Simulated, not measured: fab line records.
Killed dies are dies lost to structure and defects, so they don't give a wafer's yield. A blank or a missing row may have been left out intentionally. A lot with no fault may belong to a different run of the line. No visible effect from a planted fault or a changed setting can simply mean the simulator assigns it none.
The tool behind it: which one? / flow berkeley cmos170 / 42 wafers from 14 lots sampled at 2 of the route's 331 steps

WHAT THE GAUGES SHOWED, per wafer
UCB170_NWELL_THK_MEAS_05.
lot=L810; measured=day 2 14:58; on=film metro-02; NWELL_NITRIDE_THK (nm)=226.9 230.0 228.6
lot=L812; measured=day 3 01:30; on=film metro-02; NWELL_NITRIDE_THK (nm)=227.0 226.7 228.6
lot=L813; measured=day 3 01:29; on=film metro-03; NWELL_NITRIDE_THK (nm)=225.7 226.1 223.8
lot=L814; measured=day 3 06:39; on=film metro-02; NWELL_NITRIDE_THK (nm)=228.0 226.1 228.0
lot=L816; measured=day 3 12:57; on=film metro-01; NWELL_NITRIDE_THK (nm)=222.7 225.7 223.8
lot=L817; measured=day 3 20:37; on=film metro-02; NWELL_NITRIDE_THK (nm)=227.1 227.9 228.1
lot=L819; measured=day 4 06:04; on=film metro-01; NWELL_NITRIDE_THK (nm)=228.5 227.9 229.2
lot=L822; measured=day 4 18:41; on=film metro-03; NWELL_NITRIDE_THK (nm)=227.5 227.9 227.1
lot=L825; measured=day 5 08:08; on=film metro-01; NWELL_NITRIDE_THK (nm)=225.9 226.1 226.9
lot=L826; measured=day 5 14:46; on=film metro-02; NWELL_NITRIDE_THK (nm)=193.4 193.8 194.7
lot=L827; measured=day 5 20:06; on=film metro-01; NWELL_NITRIDE_THK (nm)=190.5 191.1 191.5
lot=L828; measured=day 6 09:58; on=film metro-03; NWELL_NITRIDE_THK (nm)=224.6 227.2 228.5
lot=L829; measured=day 6 09:58; on=film metro-02; NWELL_NITRIDE_THK (nm)=223.9 223.9 222.6
lot=L832; measured=day 7 07:58; on=film metro-03; NWELL_NITRIDE_THK (nm)=224.8 225.4 225.5

TOOL THAT RAN EACH LOT (tool first, then ch and the chambers of the sampled wafers, then the start)
lot=L810; UCB170_NWELL_CVD_04=lpcvd-01 ch 0, day 2 13:02
lot=L812; UCB170_NWELL_CVD_04=lpcvd-02 ch 0, day 2 23:33
lot=L813; UCB170_NWELL_CVD_04=lpcvd-02 ch 1, day 2 23:33
lot=L814; UCB170_NWELL_CVD_04=lpcvd-02 ch 1, day 3 04:42
lot=L816; UCB170_NWELL_CVD_04=lpcvd-01 ch 0, day 3 11:01
lot=L817; UCB170_NWELL_CVD_04=lpcvd-01 ch 0, day 3 18:40
lot=L819; UCB170_NWELL_CVD_04=lpcvd-02 ch 1, day 4 04:07
lot=L822; UCB170_NWELL_CVD_04=lpcvd-02 ch 1, day 4 16:45
lot=L825; UCB170_NWELL_CVD_04=lpcvd-01 ch 0, day 5 06:08
lot=L826; UCB170_NWELL_CVD_04=lpcvd-02 ch 1, day 5 12:50
lot=L827; UCB170_NWELL_CVD_04=lpcvd-02 ch 0, day 5 18:10
lot=L828; UCB170_NWELL_CVD_04=lpcvd-01 ch 0, day 6 08:02
lot=L829; UCB170_NWELL_CVD_04=lpcvd-01 ch 0, day 6 08:02
lot=L832; UCB170_NWELL_CVD_04=lpcvd-01 ch 1, day 7 06:02
- UCB170_NWELL_CVD_04: deposits Si3N4 from SiH2Cl2/NH3, target thk 224 nm, time 3360 s.

AS READ BY THE TOOLS THEMSELVES (means over the sampled wafers that have a number; for cases with no such wafer, the mark the record gives instead)
UCB170_NWELL_CVD_04.
lot=L810; tool=lpcvd-01; nh3 flow sccm (sccm)=75.06; zone power centre pct (%)=35.9
lot=L812; tool=lpcvd-02; nh3 flow sccm (sccm)=75.02; zone power centre pct (%)=42.3
lot=L813; tool=lpcvd-02; nh3 flow sccm (sccm)=75.24; zone power centre pct (%)=41.0
lot=L814; tool=lpcvd-02; nh3 flow sccm (sccm)=74.89; zone power centre pct (%)=41.0
lot=L816; tool=lpcvd-01; nh3 flow sccm (sccm)=75.06; zone power centre pct (%)=36.0
lot=L817; tool=lpcvd-01; nh3 flow sccm (sccm)=74.98; zone power centre pct (%)=35.9
lot=L819; tool=lpcvd-02; nh3 flow sccm (sccm)=74.89; zone power centre pct (%)=41.1
lot=L822; tool=lpcvd-02; nh3 flow sccm (sccm)=74.99; zone power centre pct (%)=41.1
lot=L825; tool=lpcvd-01; nh3 flow sccm (sccm)=74.94; zone power centre pct (%)=35.7
lot=L826; tool=lpcvd-02; nh3 flow sccm (sccm)=59.95; zone power centre pct (%)=41.1
lot=L827; tool=lpcvd-02; nh3 flow sccm (sccm)=59.96; zone power centre pct (%)=42.8
lot=L828; tool=lpcvd-01; nh3 flow sccm (sccm)=75.02; zone power centre pct (%)=35.6
lot=L829; tool=lpcvd-01; nh3 flow sccm (sccm)=74.58; zone power centre pct (%)=36.0
lot=L832; tool=lpcvd-01; nh3 flow sccm (sccm)=74.80; zone power centre pct (%)=36.3

THE ANSWER, worked out from the rows above alone
Rule: usual is defined by the lots themselves. The widest of any qualifying gaps counts: lots, ordered by their means at a reading, are off when they make up no more than a third of the lots, leave a main group of 4 or more, and stand apart from it by 3 or more times the standard deviation of that group's means. A main group is skipped when, at the precision printed for the reading in the tables above, its means are all equal. Also off: a lot with no number at a reading for which 4 or more lots have one. Any other lot the step has rows for is counted as sound. Order of review: gauges by route order, followed by the tools' own readings, for which a lot's mean as printed above is used. At the first step where some lot is off, the reading lying furthest off is the one used; lots without a number count as furthest.
Off: L826, L827, at UCB170_NWELL_THK_MEAS_05 (NWELL_NITRIDE_THK). Main group: mean 226.5 nm, sd 1.6.
A tool fits if, at a process step before that reading, it ran every lot that is off, and no sound lot after the first of them. Not tried: the gauges at UCB170_NWELL_THK_MEAS_05; whatever is off there is also off at UCB170_NWELL_CVD_04, on other tools, and gauge error can't account for it. One fits: UCB170_NWELL_CVD_04 on lpcvd-02. A fault onset in the window from L822 (day 4 16:45, its last sound lot) to L826 (day 5 12:50, its first lot off) fits.
On the lots that are off, the tool's own readings at UCB170_NWELL_CVD_04 differ by more than 5 times the standard deviation of the sound lots' means, which bears it out; nh3 flow sccm reads 59.95 sccm there versus 74.96 sccm on the sound lots.

WHAT THE SIMULATOR HAD PUT IN
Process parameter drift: lpcvd-02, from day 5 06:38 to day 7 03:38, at UCB170_NWELL_CVD_04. A move of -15 in setting nh3 flow sccm, from 75. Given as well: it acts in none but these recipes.
Shown lots that were struck: L826, L827. The rule given above showed the same thing.
